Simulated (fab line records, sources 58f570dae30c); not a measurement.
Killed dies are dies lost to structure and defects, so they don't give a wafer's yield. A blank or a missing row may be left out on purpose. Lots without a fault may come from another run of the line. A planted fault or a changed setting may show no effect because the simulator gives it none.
fab line records | flow berkeley_cmos170
record lots=6 wafers=18 last_day=12
route steps=331 shown CONTACT@226 M1@238 V1@254 M3@331
lots that met no fault: from a run of the same line without faults
start_h: hours from the record's first day to the start of the lot's first wafer shown | wait_h: hours since the lot's step before | " the same as in the row above | L1.1+2: a row that stands for several wafers | - no value, or no start given | * or withheld: withheld | < > ~ a bound
route shown NAME@n: a module of which the file shows steps, and the number in the route of the first | usual: mean/standard deviation of fault-free wafers | same: alike in all rows | chamber/n: place in a boat | sites: the reading at each site | _std_site: their standard deviation | _edge_site: outer sites' mean less inner sites' | radius_mm: how far each site lies from the wafer's centre | mask NAME#n: copy n | behind: the tool/chamber that last shaped the wafer | hold: why the lot was held/for how many hours/how that ended | device: the transistor (n, p or np) that didn't switch | end of line: the same wafers' tests at the end of the route | a step without rows: its recipe alone | killed: dies lost to structure and defects at the first sort, not the wafer's yield | map: a wafer's dies, x killed, . not, _ none there
set.NAME: the setting as run; set.NAME@STEP: as run at that earlier step | model.NAME: the simulator's own value behind a step, which no gauge read
lots at some steps of the route; a table a step, a row a wafer
services: from which hour (start_h, from the record's first day; less than 0 if before it) a tool's chamber was out of use, for how many hours, and why
## steps
# step UCB170_CONTACT_COAT_10
# recipe resist=KrF spin_rpm=1500 resist_thk_nm=891.4
# step UCB170_CONTACT_SOFTBAKE_11
# recipe resist=KrF temp_c=130 time_s=60
# step UCB170_CONTACT_EXPOSE_12
# recipe mask_id=CONT target_cd_nm=700 na=0.5 sigma_outer=0.6 source_shape=conventional dose_mj=35
# step UCB170_CONTACT_PEB_13
# recipe peb_temp_c=130 peb_time_s=withheld resist=KrF
# step UCB170_CONTACT_DEVELOP_14
# recipe developer=TMAH develop_time_s=45 resist=KrF dev_temp_c=21
# step UCB170_CONTACT_CD_MEAS_15
# recipe target_cd_nm=700
# usual cd_nm=700.1/1.4
# columns lot.wafer tool chamber start_h wait_h cd_nm
L888.3 cd_sem-02 - 136.90 - 702.3
L888.4 " - " " 703.5
L888.6 " - " " 703.0
L892.4 cd_sem-01 - 157.68 - 700.8
L892.5 " - " " 700.9
L892.6 " - " " 700.8
L899.1 cd_sem-02 - 190.41 - 701.4
L899.4 " - " " 700.5
L899.5 " - " " 700.6
L901.1 cd_sem-02 - 214.72 - 699.4
L901.2 " - " " 699.1
L901.6 " - " " 699.0
L910.1 cd_sem-01 - 254.23 - 698.9
L910.2 " - " " 700.1
L910.3 " - " " 700.3
L911.2 cd_sem-02 - 255.57 - 700.6
L911.3 " - " " 700.6
L911.6 " - " " 700.5
# step UCB170_CONTACT_OVL_MEAS_16
# usual CONTACT_OVL=-2/5.9
# columns lot.wafer tool chamber start_h wait_h CONTACT_OVL[nm]
L888.3 overlay-01 - 136.99 0.1 -8
L888.4 " - " " -10
L888.6 " - " " -10
L892.4 overlay-01 - 157.75 0.1 8
L892.5 " - " " 5
L892.6 " - " " 5
L899.1 overlay-01 - 190.53 0.1 3
L899.4 " - " " 4
L899.5 " - " " 1
L901.1 overlay-02 - 214.84 0.1 2
L901.2 " - " " -2
L901.6 " - " " 2
L910.1 overlay-02 - 254.35 0.1 -2
L910.2 " - " " -8
L910.3 " - " " -5
L911.2 overlay-02 - 255.68 0.1 -3
L911.3 " - " " -6
L911.6 " - " " -8
# step UCB170_CONTACT_ETCH_17
# recipe chemistry=N2/H2 target_depth_a=withheld overetch_a=withheld target=BARC time_s=withheld source_w=500 bias_w=100 pressure_mtorr=30 n2_flow_sccm=100 h2_flow_sccm=200
# step UCB170_CONTACT_ETCH_18
# recipe chemistry=CHF3/CF4/Ar target=PSG stop_on=TiSi2 CHF3_flow_sccm=45 cf4_flow_sccm=15 Ar_flow_sccm=150 pressure_mtorr=200 rf_w=700 target_depth_a=8400 over_etch_frac=0.2 time_s=195
# step UCB170_CONTACT_STRIP_19
# recipe chemistry=O2 power_w=400 pressure_mtorr=3500 platen_temp_c=withheld o2_flow_sccm=400 overash_fraction=0.5
# usual drypump_motor_current_A=5.8/0.54 oes_product_au=0.725/0.0046
# columns lot.wafer tool chamber start_h wait_h drypump_motor_current_A oes_product_au rf_hours_counter_h
L888.3 plasma_asher-03 0 137.21 - 5.9 0.722 -
L888.4 " 1 " " 5.4 0.722 -
L888.6 " 0 " " 5.9 0.731 -
L892.4 plasma_asher-04 0 157.97 - 5.1 0.731 -
L892.5 " 1 " " 5.6 0.726 -
L892.6 " 0 " " 5.1 0.728 -
L899.1 plasma_asher-03 1 190.73 - 5.3 0.731 8
L899.4 " 1 " " 5.4 0.742 -
L899.5 " 0 " " 5.9 0.728 -
L901.1 plasma_asher-02 0 215.04 - 6.4 0.715 55
L901.2 " 1 " " 6.5 0.722 55
L901.6 " 0 " " 6.5 0.732 -
L910.1 plasma_asher-04 0 254.55 - 5.2 0.717 51
L910.2 " 1 " " 5.5 0.727 51
L910.3 " 0 " " 5.2 0.722 -
L911.2 plasma_asher-02 1 255.87 - 6.6 0.723 59
L911.3 " 1 " " 6.6 0.724 -
L911.6 " 0 " " 6.5 0.731 -
# step UCB170_CONTACT_CD_MEAS_90
# recipe target_cd_nm=700
# usual cd_nm=700.0/1.4
# columns lot.wafer tool chamber start_h wait_h cd_nm
L888.3 cd_sem-02 - 137.32 0.1 702.9
L888.4 " - " " 703.3
L888.6 " - " " 703.5
L892.4 cd_sem-02 - 158.10 0.1 700.7
L892.5 " - " " 699.1
L892.6 " - " " 700.9
L899.1 cd_sem-01 - 190.84 0.1 700.8
L899.4 " - " " 700.6
L899.5 " - " " 700.5
L901.1 cd_sem-02 - 215.32 0.2 699.5
L901.2 " - " " 699.7
L901.6 " - " " 699.9
L910.1 cd_sem-02 - 254.65 0.1 698.4
L910.2 " - " " 699.5
L910.3 " - " " 699.7
L911.2 cd_sem-01 - 255.99 0.1 700.7
L911.3 " - " " 700.3
L911.6 " - " " 700.8
# step UCB170_CONTACT_CLEAN_20
# recipe chemistry=SPM temp_c=120 time_s=600
# step UCB170_M1_SPUTTER_00
# recipe material=Al target_thk_nm=600 time_s=80 power_w=6000 chamber_pressure_pa=0.5
# usual cathode_dc_power_W=5999.9/1.1 throttle_valve_pct=30.1/0.93
# columns lot.wafer tool chamber start_h wait_h cathode_dc_power_W throttle_valve_pct model.Al_of_M1_SPUTTER_00.thk_nm
L888.3 pvd_sputter-03 - 137.57 0.0 6000.0 30.2 602.1
L888.4 " - " " 6002.9 30.1 608.1
L888.6 " - " " 6001.8 29.7 608
L892.4 pvd_sputter-01 - 158.35 0.0 6000.0 29.4 606.9
L892.5 " - " " 5999.3 30.2 604.9
L892.6 " - " " 5999.2 30.7 604.4
L899.1 pvd_sputter-01 - 191.13 0.0 7284.4 30.7 729
L899.4 " - " " 7283.8 32.1 730.5
L899.5 " - " " 7284.0 31.3 729.7
L901.1 pvd_sputter-01 - 215.65 0.0 7284.4 31.0 734.3
L901.2 " - " " 7283.5 32.3 727.7
L901.6 " - " " 7284.8 32.0 730.3
L910.1 pvd_sputter-02 - 254.95 0.0 6000.8 29.2 595.7
L910.2 " - " " 6000.2 29.5 598.3
L910.3 " - " " 5999.2 28.7 597
L911.2 pvd_sputter-03 - 256.27 0.0 6001.5 30.5 593.7
L911.3 " - " " 6002.0 29.7 595.6
L911.6 " - " " 5998.5 30.6 591.4
# step UCB170_M1_RS_MEAS_01
# recipe thk_meas_gauge=four-point-probe reads=Al_of_M1_SPUTTER_00
# usual M1_AL_RS=0.0485/0.0004
# columns lot.wafer tool chamber start_h wait_h M1_AL_RS[ohm/sq]
L888.3 film_metro-02 - 137.67 0.1 0.0485
L888.4 " - " " 0.0480
L888.6 " - " " 0.0480
L892.4 film_metro-02 - 158.47 0.1 0.0480
L892.5 " - " " 0.0482
L892.6 " - " " 0.0481
L899.1 film_metro-01 - 191.19 0.0 0.0398
L899.4 " - " " 0.0397
L899.5 " - " " 0.0398
L901.1 film_metro-02 - 215.71 0.0 0.0396
L901.2 " - " " 0.0399
L901.6 " - " " 0.0397
L910.1 film_metro-01 - 255.01 0.0 0.0489
L910.2 " - " " 0.0486
L910.3 " - " " 0.0487
L911.2 film_metro-02 - 256.35 0.1 0.0492
L911.3 " - " " 0.0490
L911.6 " - " " 0.0493
# step UCB170_M1_THK_MEAS_02
# recipe thk_meas_gauge=xrf reads=Al_of_M1_SPUTTER_00
# usual M1_AL_THK=599/7.4
# columns lot.wafer tool chamber start_h wait_h M1_AL_THK[nm]
L888.3 film_metro-02 - 137.77 0.1 600
L888.4 " - " " 608
L888.6 " - " " 604
L892.4 film_metro-02 - 158.56 0.1 611
L892.5 " - " " 608
L892.6 " - " " 612
L899.1 film_metro-01 - 191.31 0.1 721
L899.4 " - " " 721
L899.5 " - " " 719
L901.1 film_metro-02 - 215.83 0.1 738
L901.2 " - " " 736
L901.6 " - " " 733
L910.1 film_metro-01 - 255.13 0.1 588
L910.2 " - " " 592
L910.3 " - " " 593
L911.2 film_metro-02 - 256.46 0.1 598
L911.3 " - " " 601
L911.6 " - " " 594
# step UCB170_M1_COAT_03
# recipe resist=BARC temp_c=withheld time_s=withheld spin_rpm=3000 resist_thk_nm=withheld
# step UCB170_M1_COAT_04
# recipe resist=KrF spin_rpm=1500 resist_thk_nm=900
# step UCB170_M1_SOFTBAKE_05
# recipe resist=KrF temp_c=130 time_s=60
# step UCB170_M1_EXPOSE_06
# recipe mask_id=METAL1 target_cd_nm=700 na=0.5 sigma_outer=0.6 source_shape=conventional dose_mj=21
# step UCB170_M1_PEB_07
# recipe peb_temp_c=130 peb_time_s=withheld resist=KrF
# step UCB170_M1_DEVELOP_08
# recipe developer=TMAH develop_time_s=45 resist=KrF dev_temp_c=21
# step UCB170_M1_CD_MEAS_09
# recipe target_cd_nm=700
# usual cd_nm=699.7/1.2
# columns lot.wafer tool chamber start_h wait_h cd_nm
L888.3 cd_sem-01 - 138.96 - 698.9
L888.4 " - " " 699.0
L888.6 " - " " 698.9
L892.4 cd_sem-01 - 159.62 - 700.2
L892.5 " - " " 700.9
L892.6 " - " " 700.1
L899.1 cd_sem-02 - 193.21 - 698.5
L899.4 " - " " 698.7
L899.5 " - " " 698.7
L901.1 cd_sem-02 - 217.12 - 696.9
L901.2 " - " " 700.1
L901.6 " - " " 698.2
L910.1 cd_sem-02 - 256.28 - 700.2
L910.2 " - " " 701.5
L910.3 " - " " 700.5
L911.2 cd_sem-02 - 257.73 - 700.5
L911.3 " - " " 701.1
L911.6 " - " " 701.4
# step UCB170_M1_OVL_MEAS_10
# usual M1_OVL=-5/4.7
# columns lot.wafer tool chamber start_h wait_h M1_OVL[nm]
L888.3 overlay-02 - 139.06 0.1 -11
L888.4 " - " " -8
L888.6 " - " " -9
L892.4 overlay-02 - 159.70 0.1 1
L892.5 " - " " 2
L892.6 " - " " -1
L899.1 overlay-01 - 193.33 0.1 1
L899.4 " - " " 4
L899.5 " - " " 5
L901.1 overlay-02 - 217.24 0.1 -9
L901.2 " - " " -2
L901.6 " - " " -2
L910.1 overlay-02 - 256.43 0.1 -13
L910.2 " - " " -9
L910.3 " - " " -7
L911.2 overlay-02 - 257.84 0.1 -7
L911.3 " - " " 4
L911.6 " - " " -6
# step UCB170_M1_ETCH_11
# recipe chemistry=N2/H2 target_depth_a=withheld overetch_a=withheld target=BARC time_s=withheld source_w=500 bias_w=100 pressure_mtorr=30 n2_flow_sccm=100 h2_flow_sccm=200
# usual drypump_motor_current_A=5.7/0.44 oes_product_au=1.004/0.017 throttle_valve_pct=13.37/0.14
# columns lot.wafer tool chamber start_h wait_h drypump_motor_current_A oes_product_au throttle_valve_pct
L888.3 rie_diel-03 1 139.08 0.0 6.1 1.000 13.27
L888.4 " 3 " " 5.5 0.997 13.51
L888.6 " 1 " " 6.1 1.003 13.28
L892.4 rie_diel-04 1 159.71 0.0 6.1 1.000 13.37
L892.5 " 3 " " 5.5 1.006 13.22
L892.6 " 2 " " 5.3 1.000 13.51
L899.1 rie_diel-04 2 193.36 0.0 5.3 1.007 13.49
L899.4 " 1 " " 6.1 0.995 13.39
L899.5 " 3 " " 5.5 0.997 13.23
L901.1 rie_diel-01 3 217.27 0.0 6.0 0.986 13.19
L901.2 " 0 " " 5.9 1.045 13.36
L901.6 " 2 " " 6.4 1.006 13.63
L910.1 rie_diel-03 0 256.46 0.0 5.1 1.011 13.32
L910.2 " 1 " " 6.1 1.014 13.25
L910.3 " 3 " " 5.6 0.993 13.51
L911.2 rie_diel-04 3 257.87 0.0 5.5 0.998 13.25
L911.3 " 1 " " 6.1 0.997 13.39
L911.6 " 2 " " 5.3 1.010 13.51
# step UCB170_M1_METAL_ETCH_12
# recipe chemistry=Cl2/BCl3 target=Al stop_on=PSG pressure_mtorr=12 target_depth_a=7800 over_etch_frac=0.3 time_s=130 icp_w=600 bias_w=120 Cl2_flow_sccm=90 bcl3_flow_sccm=45
# usual drypump_motor_current_A=5.6/0.6 oes_product_au=0.860/0.012 throttle_valve_pct=24.45/0.28
# columns lot.wafer tool chamber start_h wait_h drypump_motor_current_A oes_product_au rf_hours_counter_h throttle_valve_pct
L888.3 rie_metal-03 1 139.17 - 5.2 0.846 - 24.88
L888.4 " 0 " " 4.9 0.884 - 24.08
L888.6 " 0 " " 4.9 0.864 - 24.07
L892.4 rie_metal-01 1 159.80 - 5.6 0.866 - 24.51
L892.5 " 1 " " 5.6 0.865 - 24.51
L892.6 " 0 " " 6.5 0.867 - 24.65
L899.1 rie_metal-03 0 193.40 - 4.9 0.965 8 24.03
L899.4 " 0 " " 4.9 0.973 - 24.05
L899.5 " 1 " " 5.2 0.945 - 24.82
L901.1 rie_metal-01 0 217.32 - 6.5 0.971 6 24.61
L901.2 " 1 " " 5.5 0.957 9 24.44
L901.6 " 1 " " 5.5 0.972 - 24.48
L910.1 rie_metal-01 0 256.51 - 6.5 0.856 6 24.67
L910.2 " 1 " " 5.5 0.864 10 24.51
L910.3 " 1 " " 5.6 0.857 - 24.53
L911.2 rie_metal-03 0 257.91 - 4.9 0.864 9 24.08
L911.3 " 0 " " 4.9 0.867 - 24.10
L911.6 " 0 " " 4.9 0.864 - 24.09
# step UCB170_M1_STRIP_13
# recipe chemistry=O2 power_w=400 pressure_mtorr=3500 platen_temp_c=withheld o2_flow_sccm=400 overash_fraction=0.5
# usual drypump_motor_current_A=5.9/0.58 oes_product_au=0.720/0.0047
# columns lot.wafer tool chamber start_h wait_h drypump_motor_current_A oes_product_au rf_hours_counter_h
L888.3 plasma_asher-01 0 139.29 0.1 5.0 0.722 -
L888.4 " 1 " " 5.8 0.712 -
L888.6 " 1 " " 5.8 0.723 -
L892.4 plasma_asher-01 0 159.92 0.1 5.0 0.724 -
L892.5 " 0 " " 5.0 0.720 -
L892.6 " 1 " " 5.8 0.720 -
L899.1 plasma_asher-02 1 193.54 0.1 6.6 0.723 53
L899.4 " 0 " " 6.5 0.722 -
L899.5 " 1 " " 6.6 0.720 -
L901.1 plasma_asher-03 1 217.49 0.1 5.3 0.720 12
L901.2 " 0 " " 5.9 0.717 12
L901.6 " 1 " " 5.4 0.726 -
L910.1 plasma_asher-01 1 256.64 0.1 5.8 0.724 51
L910.2 " 0 " " 5.0 0.719 51
L910.3 " 1 " " 5.8 0.719 -
L911.2 plasma_asher-01 1 258.05 0.1 5.8 0.733 51
L911.3 " 0 " " 5.0 0.721 -
L911.6 " 0 " " 5.0 0.711 -
# step UCB170_M1_CD_MEAS_90
# recipe target_cd_nm=700
# usual cd_nm=699.7/1.9
# columns lot.wafer tool chamber start_h wait_h cd_nm
L888.3 cd_sem-02 - 139.39 0.1 701.6
L888.4 " - " " 699.6
L888.6 " - " " 698.4
L892.4 cd_sem-01 - 160.05 0.1 699.3
L892.5 " - " " 700.2
L892.6 " - " " 698.9
L899.1 cd_sem-02 - 193.73 0.2 699.0
L899.4 " - " " 697.2
L899.5 " - " " 701.0
L901.1 cd_sem-02 - 217.59 0.1 695.6
L901.2 " - " " 699.1
L901.6 " - " " 696.5
L910.1 cd_sem-01 - 256.74 0.1 697.5
L910.2 " - " " 699.8
L910.3 " - " " 698.7
L911.2 cd_sem-02 - 258.17 0.1 699.3
L911.3 " - " " 699.3
L911.6 " - " " 701.4
# step UCB170_M1_ANNEAL_14
# recipe temp_c=400 time_s=1200 ambient=forming_gas
# step UCB170_V1_CVD_00
# recipe material=SiO2 target_thk_nm=2000 temp_c=390 precursor=TEOS/O2 time_s=250 rf_w=550 pressure_mtorr=9000
# usual heater_power_w=258/49
# columns lot.wafer tool chamber start_h wait_h heater_power_w
L888.3 pecvd-01 1 141.87 0.1 210
L888.4 " 0 " " 278
L888.6 " 1 " " 286
L892.4 pecvd-01 0 164.82 0.1 285
L892.5 " 0 " " 197
L892.6 " 2 " " 296
L899.1 pecvd-02 2 196.11 0.2 192
L899.4 " 1 " " 161
L899.5 " 0 " " 255
L901.1 pecvd-01 0 221.56 0.2 224
L901.2 " 2 " " 247
L901.6 " 2 " " 309
L910.1 pecvd-04 0 263.04 0.0 262
L910.2 " 2 " " 346
L910.3 " 1 " " 313
L911.2 pecvd-01 1 263.12 0.1 295
L911.3 " 1 " " 209
L911.6 " 1 " " 280
# step UCB170_V1_THK_MEAS_01
# recipe reads=SiO2_of_V1_CVD_00
# usual V1_TEOS_THK=1987/21
# columns lot.wafer tool chamber start_h wait_h V1_TEOS_THK[nm]
L888.3 film_metro-04 - 142.05 0.1 1988
L888.4 " - " " 2004
L888.6 " - " " 2004
L892.4 film_metro-01 - 165.01 0.1 1977
L892.5 " - " " 1981
L892.6 " - " " 1999
L899.1 film_metro-04 - 196.26 0.1 1985
L899.4 " - " " 2005
L899.5 " - " " 2006
L901.1 film_metro-01 - 221.71 0.1 1947
L901.2 " - " " 1935
L901.6 " - " " 1969
L910.1 film_metro-04 - 263.20 0.1 1985
L910.2 " - " " 1976
L910.3 " - " " 1988
L911.2 film_metro-03 - 263.52 0.3 2013
L911.3 " - " " 1970
L911.6 " - " " 1991
# step UCB170_V1_CMP_02
# recipe material=SiO2 down_force_psi=6 platen_rpm=60 pad_velocity_m_s=0.75398
# usual motor_current_A=16.0/1.5
# columns lot.wafer tool chamber start_h wait_h motor_current_A
L888.3 cmp-01 3 142.14 0.1 18.5
L888.4 " 1 " " 15.0
L888.6 " 3 " " 18.8
L892.4 cmp-01 1 165.19 0.2 15.2
L892.5 " 2 " " 17.4
L892.6 " 3 " " 17.8
L899.1 cmp-02 1 196.52 0.2 13.6
L899.4 " 3 " " 15.1
L899.5 " 0 " " 15.8
L901.2 cmp-02 3 222.02 0.3 14.5
L901.1 " 0 " " 15.5
L901.6 " 1 " " 14.2
L910.3 cmp-01 3 263.26 0.0 18.0
L910.1 " 0 " " 17.2
L910.2 " 1 " " 15.0
L911.3 cmp-01 2 263.96 0.4 16.4
L911.2 " 3 " " 17.4
L911.6 " 1 " " 15.5
# step UCB170_V1_BOW_MEAS_03
# recipe mode=bow
# usual V1_BOW=19/7.3
# columns lot.wafer tool chamber start_h wait_h V1_BOW[um]
L888.3 film_metro-04 - 142.43 0.2 7
L888.4 " - " " 24
L888.6 " - " " 28
L892.4 film_metro-01 - 165.40 0.2 28
L892.5 " - " " 24
L892.6 " - " " 35
L899.1 film_metro-01 - 196.77 0.2 35
L899.4 " - " " 17
L899.5 " - " " 10
L901.1 film_metro-04 - 222.22 0.1 13
L901.2 " - " " 7
L901.6 " - " " 18
L910.1 film_metro-01 - 263.56 0.2 23
L910.2 " - " " 29
L910.3 " - " " 11
L911.2 film_metro-01 - 264.18 0.1 16
L911.3 " - " " 9
L911.6 " - " " 7
# step UCB170_V1_THK_MEAS_04
# recipe reads=SiO2_of_V1_CVD_00
# usual V1_POLISHED_THK=1000.1/1.3
# columns lot.wafer tool chamber start_h wait_h V1_POLISHED_THK[nm]
L888.3 film_metro-04 - 142.53 0.1 1001.4
L888.4 " - " " 1000.2
L888.6 " - " " 999.8
L892.4 film_metro-01 - 165.49 0.1 1001.4
L892.5 " - " " 1000.7
L892.6 " - " " 999.0
L899.1 film_metro-01 - 196.89 0.1 1000.0
L899.4 " - " " 1000.6
L899.5 " - " " 1001.2
L901.1 film_metro-04 - 222.34 0.1 1002.5
L901.2 " - " " 999.8
L901.6 " - " " 1001.1
L910.1 film_metro-01 - 263.68 0.1 1000.0
L910.2 " - " " 1000.3
L910.3 " - " " 999.1
L911.2 film_metro-01 - 264.29 0.1 1000.0
L911.3 " - " " 999.6
L911.6 " - " " 999.2
# step UCB170_V1_CLEAN_05
# recipe chemistry=DIW
# step UCB170_V1_HMDS_06
# recipe prime_time_s=60 prime_temp_c=100
# step UCB170_V1_COAT_07
# recipe resist=KrF spin_rpm=1500 resist_thk_nm=900
# step UCB170_V1_SOFTBAKE_08
# recipe resist=KrF temp_c=130 time_s=60
# step UCB170_V1_EXPOSE_09
# recipe mask_id=VIA1 target_cd_nm=700 na=0.5 sigma_outer=0.6 source_shape=conventional dose_mj=37
# step UCB170_V1_PEB_10
# recipe peb_temp_c=130 peb_time_s=withheld resist=KrF
# step UCB170_V1_DEVELOP_11
# recipe developer=TMAH develop_time_s=45 resist=KrF dev_temp_c=21
# step UCB170_V1_CD_MEAS_12
# recipe target_cd_nm=700
# usual cd_nm=700.0/1.4
# columns lot.wafer tool chamber start_h wait_h cd_nm
L888.3 cd_sem-01 - 146.84 - 699.6
L888.4 " - " " 698.9
L888.6 " - " " 698.8
L892.4 cd_sem-01 - 167.78 - 700.8
L892.5 " - " " 701.5
L892.6 " - " " 701.0
L899.1 cd_sem-02 - 198.85 - 701.4
L899.4 " - " " 700.8
L899.5 " - " " 701.0
L901.1 cd_sem-01 - 223.89 - 698.5
L901.2 " - " " 699.4
L901.6 " - " " 699.3
L910.1 cd_sem-02 - 266.28 - 699.6
L910.2 " - " " 699.1
L910.3 " - " " 698.4
L911.2 cd_sem-02 - 266.60 - 699.6
L911.3 " - " " 698.9
L911.6 " - " " 698.8
# step UCB170_V1_OVL_MEAS_13
# usual V1_OVL=1/5.7
# columns lot.wafer tool chamber start_h wait_h V1_OVL[nm]
L888.3 overlay-02 - 146.93 0.1 5
L888.4 " - " " -1
L888.6 " - " " -4
L892.4 overlay-02 - 167.88 0.1 6
L892.5 " - " " 7
L892.6 " - " " 6
L899.1 overlay-02 - 198.97 0.1 4
L899.4 " - " " -2
L899.5 " - " " 6
L901.1 overlay-02 - 224.01 0.1 -2
L901.2 " - " " -9
L901.6 " - " " -5
L910.1 overlay-02 - 266.40 0.1 -8
L910.2 " - " " 10
L910.3 " - " " -2
L911.2 overlay-02 - 266.70 0.1 8
L911.3 " - " " 6
L911.6 " - " " 3
# step UCB170_V1_ETCH_14
# recipe chemistry=CHF3/CF4/Ar target=SiO2 stop_on=Al CHF3_flow_sccm=45 cf4_flow_sccm=15 Ar_flow_sccm=150 pressure_mtorr=200 rf_w=700 target_depth_a=12500 over_etch_frac=0.25 time_s=291
# usual drypump_motor_current_A=5.8/0.47 oes_product_au=0.879/0.012 throttle_valve_pct=7.01/0.09
# columns lot.wafer tool chamber start_h wait_h drypump_motor_current_A oes_product_au rf_hours_counter_h throttle_valve_pct model.Al_of_M1_SPUTTER_00.thk_nm
L888.3 rie_diel-01 1 146.96 0.0 5.1 0.879 84 7.07 602.1
L888.4 " 1 " " 5.1 0.874 - 7.08 608
L888.6 " 3 " " 6.0 0.865 - 6.86 607.9
L892.4 rie_diel-02 2 167.89 0.0 5.9 0.883 47 7.14 606.9
L892.5 " 3 " " 6.2 0.881 - 7.04 604.7
L892.6 " 0 " " 6.1 0.880 - 6.90 604.3
L899.1 rie_diel-02 2 199.00 0.0 5.8 0.891 49 7.15 729
L899.4 " 0 " " 6.1 0.883 - 6.89 730.5
L899.5 " 1 " " 5.2 0.881 - 6.97 729.7
L901.1 rie_diel-01 1 224.04 0.0 5.0 0.886 87 7.09 734.2
L901.2 " 0 " " 5.9 0.908 68 6.97 727.6
L901.6 " 2 " " 6.4 0.883 - 7.18 730.2
L910.1 rie_diel-03 0 266.44 0.0 5.1 0.886 17 6.93 595.7
L910.2 " 1 " " 6.0 0.892 18 6.93 598.3
L910.3 " 2 " " 6.4 0.844 75 7.06 597
L911.2 rie_diel-03 0 266.73 0.0 5.1 0.889 17 6.94 593.7
L911.3 " 2 " " 6.4 0.851 75 7.06 595.6
L911.6 " 1 " " 6.0 0.887 - 6.92 591.3
# step UCB170_M3_PROBE_99
# columns lot.wafer tool chamber start_h wait_h model.etest.tester.sort_n_pass model.etest.tester.sort_yield_pct model.etest.m1_comb_over_steps.leak_log10_a_um model.etest.ring.quiet_log10_a model.etest.m1.rs_ohm_sq model.etest.antenna_m1.vt_shift_v
L888.3 prober-01 - 157.61 0.2 260 98.48 -12.87 -8.722 0.04823 -0.006137
L888.4 prober-01 - 157.66 0.2 263 99.62 -12.65 -8.906 0.0481 -0.01031
L888.6 prober-01 - 157.76 0.2 261 98.86 -12.85 -8.809 0.04772 -0.008589
L892.4 prober-01 - 177.62 0.2 260 98.48 -12.75 -8.555 0.04807 -0.005914
L892.5 prober-01 - 177.67 0.2 259 98.11 -12.72 -8.634 0.04813 -0.008347
L892.6 prober-01 - 177.72 0.2 262 99.24 -12.72 -8.622 0.04789 -0.008218
L899.1 prober-02 - 208.96 0.1 - - -5.696 -3.884 0.03945 -0.003725
L899.4 prober-02 - 209.11 0.2 - - -4.941 -2.925 0.03999 -0.003732
L899.5 prober-02 - 209.16 0.2 - - -4.33 -2.33 0.03984 -0.003925
L901.1 prober-01 - 234.11 0.1 0 0 -7.39 -5.515 0.03982 -0.003381
L901.2 prober-01 - 234.16 0.1 0 0 -7.563 -5.679 0.03995 -0.003211
L901.6 prober-01 - 234.36 0.2 0 0 -7.365 -5.473 0.03974 -0.004362
L910.1 prober-01 - 277.43 0.1 260 98.48 -12.73 -8.65 0.04883 -0.007189
L910.2 prober-01 - 277.48 0.1 259 98.11 -12.85 -8.5 0.04886 -0.01353
L910.3 prober-01 - 277.53 0.2 263 99.62 -12.67 -8.656 0.04847 -0.005592
L911.2 prober-02 - 278.94 0.1 260 98.48 -12.93 -8.672 0.04875 -0.01068
L911.3 prober-02 - 278.99 0.2 262 99.24 -12.74 -8.648 0.04888 -0.007262
L911.6 prober-02 - 279.14 0.2 261 98.86 -12.88 -8.732 0.04922 -0.0071
# killed by level:class
L888.3 GATE:geometric_particle:open=1 GATE:geometric_particle:short=1 V1:geometric_particle:open=1 V2:geometric_particle:short=1
L888.4 GATE:geometric_particle:open=1
L888.6 GATE:geometric_particle:short=2 CONTACT:geometric_particle:short=1
L892.4 GATE:geometric_particle:short=1 GATE:geometric_particle:open=1 SPACER:geometric_particle:short=1 GATE:coat_microbubble_printed=1
L892.5 GATE:geometric_particle:short=2 START:geometric_particle:short=1 SPACER:geometric_particle:short=1 CONTACT:geometric_particle:open=1
L892.6 SACOX:geometric_particle:open=1 GATE:coat_microbubble_printed=1
L901.1 V1:geometric_particle:open=2 START:geometric_particle:open=1 GATE:geometric_particle:open=1 GATE:geometric_particle:short=1 SILICIDE:geometric_particle:short=1 V2:geometric_particle:open=1
L901.2 START:geometric_particle:short=1 SILICIDE:geometric_particle:short=1
L901.6 NWELL:area_etch=1
L910.1 START:geometric_particle:short=2 GATE:geometric_particle:short=1 V1:geometric_particle:short=1
L910.2 START:geometric_particle:open=1 SCREENOX:geometric_particle:short=1 GATE:geometric_particle:open=1 V2:geometric_particle:short=1 M3:geometric_particle:short=1
L910.3 V2:geometric_particle:open=1
L911.2 WELLDRIVE:geometric_particle:short=1 CONTACT:geometric_particle:short=1 V1:geometric_particle:short=1 V1:geometric_particle:open=1
L911.3 SACOX:geometric_particle:short=1 M3:geometric_particle:open=1
L911.6 GATE:geometric_particle:short=1 V1:geometric_particle:open=1 M3:geometric_particle:short=1
## services
# columns tool chamber start_h hours kind
cmp-01 - 115.84 0.3 repair
rie_diel-02 0 116.62 10.8 repair
rie_diel-03 1 117.36 1.4 repair
cmp-01 - 122.77 3.1 repair
pecvd-01 2 126.08 18.4 repair
cmp-02 - 129.34 0.8 repair
pvd_sputter-03 - 134.35 2.1 repair
cmp-02 - 136.15 0.4 repair
rie_diel-01 0 141.57 8.7 repair
rie_metal-01 - 142.60 0.8 repair
plasma_asher-01 - 145.87 6.6 repair
cmp-01 - 162.18 0.2 repair
pecvd-01 1 164.60 3.4 repair
rie_diel-01 1 171.87 4.1 repair
pecvd-01 2 177.76 3.6 repair
pecvd-01 1 188.65 6.3 repair
rie_diel-01 0 195.05 6.5 repair
pvd_sputter-01 - 198.76 0.7 repair
plasma_asher-02 - 204.21 5.4 repair
plasma_asher-01 - 209.15 2.3 repair
pecvd-01 - 233.17 0.8 repair
rie_metal-03 - 238.09 14.6 pm
plasma_asher-03 - 252.85 5.8 repair
pecvd-01 0 261.52 5.6 repair
## key
first_sign step=UCB170_M1_SPUTTER_00 reading=cathode_dc_power_W direction=up sigmas=99+ usual=5999.9 struck=7284.1
effect step=UCB170_M1_RS_MEAS_01 reading=M1_AL_RS direction=down sigmas=22 usual=0.0485 struck=0.0397
effect step=UCB170_M1_THK_MEAS_02 reading=M1_AL_THK direction=up sigmas=18 usual=599 struck=728
effect step=UCB170_M1_METAL_ETCH_12 reading=oes_product_au direction=up sigmas=8.9 usual=0.860 struck=0.964
model_effect step=UCB170_M1_SPUTTER_00 value=Al_of_M1_SPUTTER_00.thk_nm without=601.9 struck=730.3
model_effect step=UCB170_V1_ETCH_14 value=Al_of_M1_SPUTTER_00.thk_nm without=602.2 struck=730.6
model_effect step=UCB170_M3_PROBE_99 value=etest.tester.sort_n_pass without=260.7 struck=0
met_at UCB170_M1_SPUTTER_00
struck_wafers L899.1,L899.4,L899.5,L901.1,L901.2,L901.6
sort_left_out L899.1,L899.4,L899.5
onset_between 158.35 191.13
fault kind=process_parameter_drift tool=pvd_sputter-01 chamber=- onset_h=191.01 steps=UCB170_M1_SPUTTER_00 channel=power_w offset=1283.8 shape=step end_h=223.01 acts_in=these_recipes_only stated=6000
# sort_left_out: the simulated sort isn't trusted on such a fault, so these wafers' sort isn't shown, and their yield isn't known
